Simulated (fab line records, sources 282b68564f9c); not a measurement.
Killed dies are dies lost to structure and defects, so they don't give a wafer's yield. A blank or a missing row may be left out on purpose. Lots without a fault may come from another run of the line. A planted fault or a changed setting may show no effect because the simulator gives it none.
fab line records | flow rit_cmos
record lots=5 wafers=23
route steps=202 shown PLDD@119 SPACER@128 NSD@132 SDANNEAL@154 SILICIDE@162 M1@192
start_h: hours from the record's first day to the start of the lot's first wafer shown | wait_h: hours since the lot's step before | " the same as in the row above | L1.1+2: a row that stands for several wafers | - no value, or no start given | * or withheld: withheld | < > ~ a bound
route shown NAME@n: a module of which the file shows steps, and the number in the route of the first | usual: mean/standard deviation of fault-free wafers | same: alike in all rows | chamber/n: place in a boat | sites: the reading at each site | _std_site: their standard deviation | _edge_site: outer sites' mean less inner sites' | radius_mm: how far each site lies from the wafer's centre | mask NAME#n: copy n | behind: the tool/chamber that last shaped the wafer | hold: why the lot was held/for how many hours/how that ended | device: the transistor (n, p or np) that didn't switch | end of line: the same wafers' tests at the end of the route | a step without rows: its recipe alone | killed: dies lost to structure and defects at the first sort, not the wafer's yield | map: a wafer's dies, x killed, . not, _ none there
set.NAME: the setting as run; set.NAME@STEP: as run at that earlier step | model.NAME: the simulator's own value behind a step, which no gauge read
lots whose settings were changed on purpose; a table a step, a row a wafer
## steps
# step RIT_PLDD_DEVELOP_05
# recipe resist=NOVOLAK develop_time_s=50 dev_temp_c=23
# columns lot.wafer tool chamber start_h wait_h set.develop_time_s
L076.1+2+3+4+6 litho_track-03 0 - - 50
L077.1+2+3+4+6 litho_track-01 0 - - 50
L078.1+6 litho_track-03 0 - - 50
L078.2+3+5 " 0 " " 54.67
L082.2+3+4+5+6 litho_track-02 0 - - 50
L084.1+2+5 litho_track-03 0 - - 50
# step RIT_PLDD_HARDBAKE_07
# recipe resist=NOVOLAK temp_c=140 time_s=60
# columns lot.wafer tool chamber start_h wait_h set.resist_thk_nm@PLDD_COAT_01 model.NOVOLAK_of_PLDD_COAT_01.thk_nm
L076.1 litho_track-03 0 57.77 0.0 1000 885.5
L076.2 " 0 " " 1050 929.4
L076.3 " 0 " " 1000 887.9
L076.4 " 0 " " 1000 884
L076.6 " 0 " " 1050 932.6
L077.1 litho_track-01 0 62.95 0.0 1000 882.5
L077.2 " 0 " " 1000 883.3
L077.3 " 0 " " 1000 883.1
L077.4 " 0 " " 1000 884.4
L077.6 " 0 " " 1000 880.6
L078.1 litho_track-01 0 66.34 0.0 1000 883.3
L078.2 " 0 " " 1000 882.8
L078.3 " 0 " " 1049 925
L078.5 " 0 " " 1049 924.6
L078.6 " 0 " " 1049 924.5
L082.2 litho_track-01 0 85.06 0.0 1000 881.2
L082.3 " 0 " " 1043 917.1
L082.4 " 0 " " 1000 882.9
L082.5 " 0 " " 1000 882.3
L082.6 " 0 " " 1043 918.2
L084.1 litho_track-01 0 94.94 0.0 1000 880.7
L084.2 " 0 " " 1000 882.2
L084.5 " 0 " " 1000 883
# step RIT_SPACER_CVD_03
# recipe material=Si3N4 target_thk_nm=250 temp_c=810 precursor=SiH2Cl2/NH3 time_s=3300 pressure_mtorr=300 sih2cl2_flow_sccm=60 nh3_flow_sccm=150
# columns lot.wafer tool chamber start_h wait_h set.pressure_mtorr model.Si3N4_of_SPACER_CVD_03.thk_nm
L076.1 - - - 0.0 322.2 256.8
L076.2 " - " " 322.2 256.9
L076.3 " - " " 322.2 255.1
L076.4 " - " " 322.2 255.8
L076.6 " - " " 322.2 256.1
L077.1 - - - 0.0 320.8 258.4
L077.2 " - " " 320.8 255.7
L077.3 " - " " 320.8 258.1
L077.4 " - " " 320.8 257
L077.6 " - " " 320.8 257.1
L078.1 - - - 0.1 263.8 238.3
L078.2 " - " " 263.8 239.3
L078.3 " - " " 263.8 237.7
L078.5 " - " " 263.8 238.5
L078.6 " - " " 263.8 238.2
L082.2 - - - 0.0 260.4 240.4
L082.3 " - " " 260.4 243
L082.4 " - " " 260.4 241.2
L082.5 " - " " 260.4 240.8
L082.6 " - " " 260.4 243.9
L084.1 lpcvd-02 0 95.87 0.0 300 251.4
L084.2 " 0 " " 300 251.3
L084.5 " 0 " " 300 253.7
# step RIT_SPACER_THK_MEAS_04
# recipe reads=Si3N4_of_SPACER_CVD_03
# usual SPACER_NITRIDE_THK=251.0/1.7
# columns lot.wafer tool chamber start_h wait_h set.pressure_mtorr@SPACER_CVD_03 SPACER_NITRIDE_THK[nm]
L076.1 film_metro-02 - - - 322.2 256.9
L076.2 " - " " 322.2 257.0
L076.3 " - " " 322.2 254.9
L076.4 " - " " 322.2 255.7
L076.6 " - " " 322.2 256.2
L077.1 film_metro-02 - - - 320.8 258.4
L077.2 " - " " 320.8 255.9
L077.3 " - " " 320.8 258.0
L077.4 " - " " 320.8 257.0
L077.6 " - " " 320.8 257.2
L078.1 film_metro-02 - - - 263.8 238.4
L078.2 " - " " 263.8 239.4
L078.3 " - " " 263.8 237.6
L078.5 " - " " 263.8 238.4
L078.6 " - " " 263.8 238.2
L082.2 film_metro-02 - - - 260.4 240.4
L082.3 " - " " 260.4 243.2
L082.4 " - " " 260.4 241.3
L082.5 " - " " 260.4 240.9
L082.6 " - " " 260.4 243.9
L084.1 film_metro-02 - 97.78 0.0 300 251.6
L084.2 " - " " 300 251.3
L084.5 " - " " 300 253.4
# step RIT_SPACER_ETCHBACK_05
# recipe target_depth_a=2500 SF6_flow_sccm=30 CHF3_flow_sccm=30 target=Si3N4 chemistry=SF6/CHF3 pressure_mtorr=40 rf_w=250 time_s=240 stop_on=SiO2
# columns lot.wafer tool chamber start_h wait_h set.pressure_mtorr@SPACER_CVD_03 model.poly-Si_of_GATE_CVD_08.thk_nm model.etch.depth_nm
L076.1 rie_diel-02 1 60.66 0.1 322.2 89.3 -
L076.2 " 0 " " 322.2 90.38 256.9
L076.3 " 3 " " 322.2 88.72 -
L076.4 " 3 " " 322.2 86.95 -
L076.6 " 0 " " 322.2 87.53 256.1
L077.1 rie_diel-03 3 65.86 0.1 320.8 100.5 258.4
L077.2 " 0 " " 320.8 100.4 255.7
L077.3 " 1 " " 320.8 101 258.1
L077.4 " 2 " " 320.8 99.29 257
L077.6 " 0 " " 320.8 98.2 257.1
L078.1 rie_diel-01 1 69.31 0.1 263.8 240.7 238.3
L078.2 " 2 " " 263.8 239 239.3
L078.3 " 2 " " 263.8 238.9 237.7
L078.5 " 2 " " 263.8 238.4 238.5
L078.6 " 1 " " 263.8 242.3 238.2
L082.2 rie_diel-03 3 87.91 0.0 260.4 199.3 240.4
L082.3 " 1 " " 260.4 200.6 243
L082.4 " 1 " " 260.4 199.5 241.2
L082.5 " 0 " " 260.4 199.5 240.8
L082.6 " 3 " " 260.4 199.9 243.9
L084.1 rie_diel-02 0 97.84 0.1 300 164.9 251.4
L084.2 " 1 " " 300 164.7 251.3
L084.5 " 3 " " 300 164.2 253.7
# step RIT_NSD_COAT_01
# recipe resist=NOVOLAK spin_rpm=3250 resist_thk_nm=1000
# columns lot.wafer tool chamber start_h wait_h set.resist_thk_nm model.NOVOLAK_of_NSD_COAT_01.thk_nm
L076.1 litho_track-01 0 60.96 0.1 1049 1048
L076.2 " 0 " " 1049 1046
L076.3 " 0 " " 1049 1051
L076.4 " 0 " " 1000 999.6
L076.6 " 0 " " 1000 997
L077.1 litho_track-02 0 66.16 0.1 1000 999.5
L077.2 " 0 " " 1000 998.8
L077.3 " 0 " " 1036 1036
L077.4 " 0 " " 1036 1033
L077.6 " 0 " " 1036 1034
L078.1 litho_track-04 0 69.68 0.1 1000 999
L078.2 " 0 " " 956.5 953.9
L078.3 " 0 " " 1000 998.5
L078.5 " 0 " " 1000 998.9
L078.6 " 0 " " 956.5 952.2
L082.2 litho_track-02 0 88.24 0.1 953.1 949.9
L082.3 " 0 " " 1000 996.9
L082.4 " 0 " " 1000 998.1
L082.5 " 0 " " 1000 996.4
L082.6 " 0 " " 953.1 950.7
L084.1 litho_track-01 0 98.14 0.1 1000 1001
L084.2 " 0 " " 1000 998.1
L084.5 " 0 " " 1000 1000
# step RIT_NSD_HARDBAKE_07
# recipe resist=NOVOLAK temp_c=140 time_s=60
# columns lot.wafer tool chamber start_h wait_h set.temp_c set.resist_thk_nm@NSD_COAT_01 model.NOVOLAK_of_NSD_COAT_01.thk_nm
L076.1 litho_track-04 0 61.82 0.0 137.6 1049 930.2
L076.2 " 0 " " 140 1049 924
L076.3 " 0 " " 137.6 1049 932.4
L076.4 " 0 " " 140 1000 883.5
L076.6 " 0 " " 137.6 1000 884.9
L077.1 litho_track-01 0 66.90 0.0 140 1000 883.4
L077.2 " 0 " " 140 1000 882.8
L077.3 " 0 " " 138 1036 918.1
L077.4 " 0 " " 138 1036 915.6
L077.6 " 0 " " 140 1036 913.9
L078.1 litho_track-02 0 70.42 0.0 143.2 1000 878.9
L078.2 " 0 " " 140 956.5 843.4
L078.3 " 0 " " 140 1000 882.5
L078.5 " 0 " " 143.2 1000 878.8
L078.6 " 0 " " 143.2 956.5 838.3
L082.2 litho_track-01 0 88.97 0.0 140 953.1 840
L082.3 " 0 " " 136.3 1000 887
L082.4 " 0 " " 136.3 1000 888.1
L082.5 " 0 " " 140 1000 880.7
L082.6 " 0 " " 136.3 953.1 846.1
L084.1 litho_track-04 0 99.02 0.2 140 1000 885
L084.2 " 0 " " 140 1000 882.2
L084.5 " 0 " " 140 1000 883.8
# step RIT_SDANNEAL_CLEAN_01
# recipe chemistry=dHF dilution=50:1 time_s=30
# columns lot.wafer tool chamber start_h wait_h set.time_s model.Si3N4_of_SPACER_CVD_03.thk_nm
L076.1 - - - 0.0 26.32 200.8
L076.2 " - " " 26.32 200.7
L076.3 " - " " 26.32 198.8
L076.4 " - " " 26.32 199.3
L076.6 " - " " 26.32 199.7
L077.1 - - - 0.0 25.61 201.7
L077.2 " - " " 25.61 198.5
L077.3 " - " " 25.61 202
L077.4 " - " " 25.61 199
L077.6 " - " " 25.61 200.5
L078.1 - - - 0.0 31.66 185.8
L078.2 " - " " 31.66 184.9
L078.3 " - " " 31.66 184.1
L078.5 " - " " 31.66 184.4
L078.6 " - " " 31.66 185.7
L082.2 - - - 0.0 28.79 188.1
L082.3 " - " " 28.79 190.8
L082.4 " - " " 28.79 189.1
L082.5 " - " " 28.79 187.6
L082.6 " - " " 28.79 191.1
L084.1 wet_bench-01 3 101.31 0.0 30 196
L084.2 " 3 " " 30 196.3
L084.5 " 3 " " 30 198.1
# step RIT_SILICIDE_SPUTTER_01
# recipe material=Ti target_thk_nm=30 power_w=350 chamber_pressure_pa=0.667 gas=Ar time_s=240 substrate_temp_c=25
# columns lot.wafer tool chamber start_h wait_h set.power_w model.Ti_of_SILICIDE_SPUTTER_01.thk_nm
L076.1 pvd_sputter-02 - 64.83 0.0 350 29.74
L076.2 " - " " 350 30.09
L076.3 " - " " 379.2 32.92
L076.4 " - " " 350 30.73
L076.6 " - " " 379.2 32.27
L077.1 pvd_sputter-01 - 69.80 0.0 350 29.69
L077.2 " - " " 350 29.99
L077.3 " - " " 350 29.22
L077.4 " - " " 308.4 26.36
L077.6 " - " " 308.4 26.3
L078.1 pvd_sputter-02 - 73.40 0.0 350 30.24
L078.2 " - " " 312.6 26.83
L078.3 " - " " 312.6 26.34
L078.5 " - " " 350 30.35
L078.6 " - " " 312.6 26.61
L082.2 pvd_sputter-04 - 91.89 0.0 363.4 30.54
L082.3 " - " " 350 29.58
L082.4 " - " " 363.4 29.76
L082.5 " - " " 350 29.01
L082.6 " - " " 350 29.38
L084.1 pvd_sputter-04 - 102.07 0.0 350 29.57
L084.2 " - " " 350 30.38
L084.5 " - " " 350 29.66
# step RIT_SILICIDE_RS_MEAS_02
# recipe thk_meas_gauge=four-point-probe reads=Ti_of_SILICIDE_SPUTTER_01
# usual SILICIDE_TI_RS=48.2/0.92
# columns lot.wafer tool chamber start_h wait_h set.power_w@SILICIDE_SPUTTER_01 SILICIDE_TI_RS[ohm/sq]
L076.1 film_metro-03 - 64.98 0.1 350 48.4
L076.2 " - " " 350 47.8
L076.3 " - " " 379.2 42.7
L076.4 " - " " 350 46.5
L076.6 " - " " 379.2 43.7
L077.1 film_metro-03 - 69.95 0.1 350 48.6
L077.2 " - " " 350 47.9
L077.3 " - " " 350 49.7
L077.4 " - " " 308.4 56.3
L077.6 " - " " 308.4 56.5
L078.1 film_metro-03 - 73.55 0.1 350 47.4
L078.2 " - " " 312.6 55.1
L078.3 " - " " 312.6 56.5
L078.5 " - " " 350 47.3
L078.6 " - " " 312.6 55.8
L082.2 film_metro-03 - 92.08 0.1 363.4 46.9
L082.3 " - " " 350 48.8
L082.4 " - " " 363.4 48.4
L082.5 " - " " 350 50.0
L082.6 " - " " 350 49.2
L084.1 film_metro-04 - 102.22 0.1 350 48.7
L084.2 " - " " 350 47.1
L084.5 " - " " 350 48.4
# step RIT_SILICIDE_THK_MEAS_03
# recipe thk_meas_gauge=xrf reads=Ti_of_SILICIDE_SPUTTER_01
# usual SILICIDE_TI_THK=29.5/0.45
# columns lot.wafer tool chamber start_h wait_h set.power_w@SILICIDE_SPUTTER_01 SILICIDE_TI_THK[nm]
L076.1 film_metro-03 - 65.10 0.1 350 29.7
L076.2 " - " " 350 30.0
L076.3 " - " " 379.2 32.7
L076.4 " - " " 350 30.6
L076.6 " - " " 379.2 32.1
L077.1 film_metro-03 - 70.07 0.1 350 29.5
L077.2 " - " " 350 29.7
L077.3 " - " " 350 29.1
L077.4 " - " " 308.4 26.3
L077.6 " - " " 308.4 26.1
L078.1 film_metro-03 - 73.67 0.1 350 30.2
L078.2 " - " " 312.6 26.6
L078.3 " - " " 312.6 26.2
L078.5 " - " " 350 30.1
L078.6 " - " " 312.6 26.4
L082.2 film_metro-03 - 92.19 0.1 363.4 30.4
L082.3 " - " " 350 29.4
L082.4 " - " " 363.4 29.6
L082.5 " - " " 350 28.8
L082.6 " - " " 350 29.2
L084.1 film_metro-04 - 102.34 0.1 350 29.3
L084.2 " - " " 350 30.0
L084.5 " - " " 350 29.4
# step RIT_M1_DEVELOP_08
# recipe resist=NOVOLAK develop_time_s=68 dev_temp_c=23
# columns lot.wafer tool chamber start_h wait_h set.develop_time_s
L076.1+3+6 litho_track-01 0 - - 68
L076.2+4 " 0 " " 63.36
L077.1+2+4 litho_track-02 0 - - 68
L077.3+6 " 0 " " 71.2
L078.1+6 litho_track-01 0 - - 59.78
L078.2+3+5 " 0 " " 68
L082.2+4+6 litho_track-03 0 - - 74.86
L082.3+5 " 0 " " 68
L084.1+2+5 litho_track-02 0 - - 68
# step RIT_M1_CD_MEAS_09
# recipe target_cd_nm=2600
# usual cd_nm=2600.0/2.4
# columns lot.wafer tool chamber start_h wait_h set.develop_time_s@M1_DEVELOP_08 cd_nm
L076.1 cd_sem-01 - 69.20 - 68 2597.6
L076.2 " - " " 63.36 2605.8
L076.3 " - " " 68 2596.2
L076.4 " - " " 63.36 2601.1
L076.6 " - " " 68 2596.0
L077.1 cd_sem-01 - 74.13 - 68 2597.2
L077.2 " - " " 68 2596.6
L077.3 " - " " 71.2 2594.4
L077.4 " - " " 68 2597.5
L077.6 " - " " 71.2 2595.4
L078.1 cd_sem-01 - 77.62 - 59.78 2612.8
L078.2 " - " " 68 2602.0
L078.3 " - " " 68 2599.6
L078.5 " - " " 68 2602.8
L078.6 " - " " 59.78 2614.1
L082.2 cd_sem-01 - 96.45 - 74.86 2592.7
L082.3 " - " " 68 2600.4
L082.4 " - " " 74.86 2594.8
L082.5 " - " " 68 2602.4
L082.6 " - " " 74.86 2594.2
L084.1 cd_sem-01 - 106.42 - 68 2598.4
L084.2 " - " " 68 2600.3
L084.5 " - " " 68 2597.0
## key
split step=RIT_PLDD_DEVELOP_05 setting=develop_time_s stated=50 by=wafer
response none clear
split step=RIT_SPACER_CVD_03 setting=pressure_mtorr stated=300 by=lot
response step=RIT_SPACER_CVD_03 reading=model.Si3N4_of_SPACER_CVD_03.thk_nm change=+0.834 per=1% r=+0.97
response step=RIT_SPACER_THK_MEAS_04 reading=SPACER_NITRIDE_THK change=+0.833 per=1% r=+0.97
response step=RIT_SPACER_ETCHBACK_05 reading=model.poly-Si_of_GATE_CVD_08.thk_nm change=-6.19 per=1% r=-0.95
response step=RIT_SPACER_ETCHBACK_05 reading=model.etch.depth_nm change=+0.858 per=1% r=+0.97
split step=RIT_NSD_COAT_01 setting=resist_thk_nm stated=1000 by=wafer
response step=RIT_NSD_COAT_01 reading=model.NOVOLAK_of_NSD_COAT_01.thk_nm change=+10.1 per=1% r=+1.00
response step=RIT_NSD_HARDBAKE_07 reading=model.NOVOLAK_of_NSD_COAT_01.thk_nm change=+9.05 per=1% r=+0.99
split step=RIT_NSD_HARDBAKE_07 setting=temp_c stated=140 by=wafer
response none clear
split step=RIT_SDANNEAL_CLEAN_01 setting=time_s stated=30 by=lot
response step=RIT_SDANNEAL_CLEAN_01 reading=model.Si3N4_of_SPACER_CVD_03.thk_nm change=-0.717 per=1% r=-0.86
split step=RIT_SILICIDE_SPUTTER_01 setting=power_w stated=350 by=wafer
response step=RIT_SILICIDE_SPUTTER_01 reading=model.Ti_of_SILICIDE_SPUTTER_01.thk_nm change=+0.301 per=1% r=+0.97
response step=RIT_SILICIDE_RS_MEAS_02 reading=SILICIDE_TI_RS change=-0.659 per=1% r=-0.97
response step=RIT_SILICIDE_THK_MEAS_03 reading=SILICIDE_TI_THK change=+0.297 per=1% r=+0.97
split step=RIT_M1_DEVELOP_08 setting=develop_time_s stated=68 by=wafer
response step=RIT_M1_CD_MEAS_09 reading=cd_nm change=-0.878 per=1% r=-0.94
split outside_this_file step=RIT_PLDD_COAT_01 setting=resist_thk_nm
# split outside_this_file: this setting was split too, and the file shows its column; the key of that split is in another file
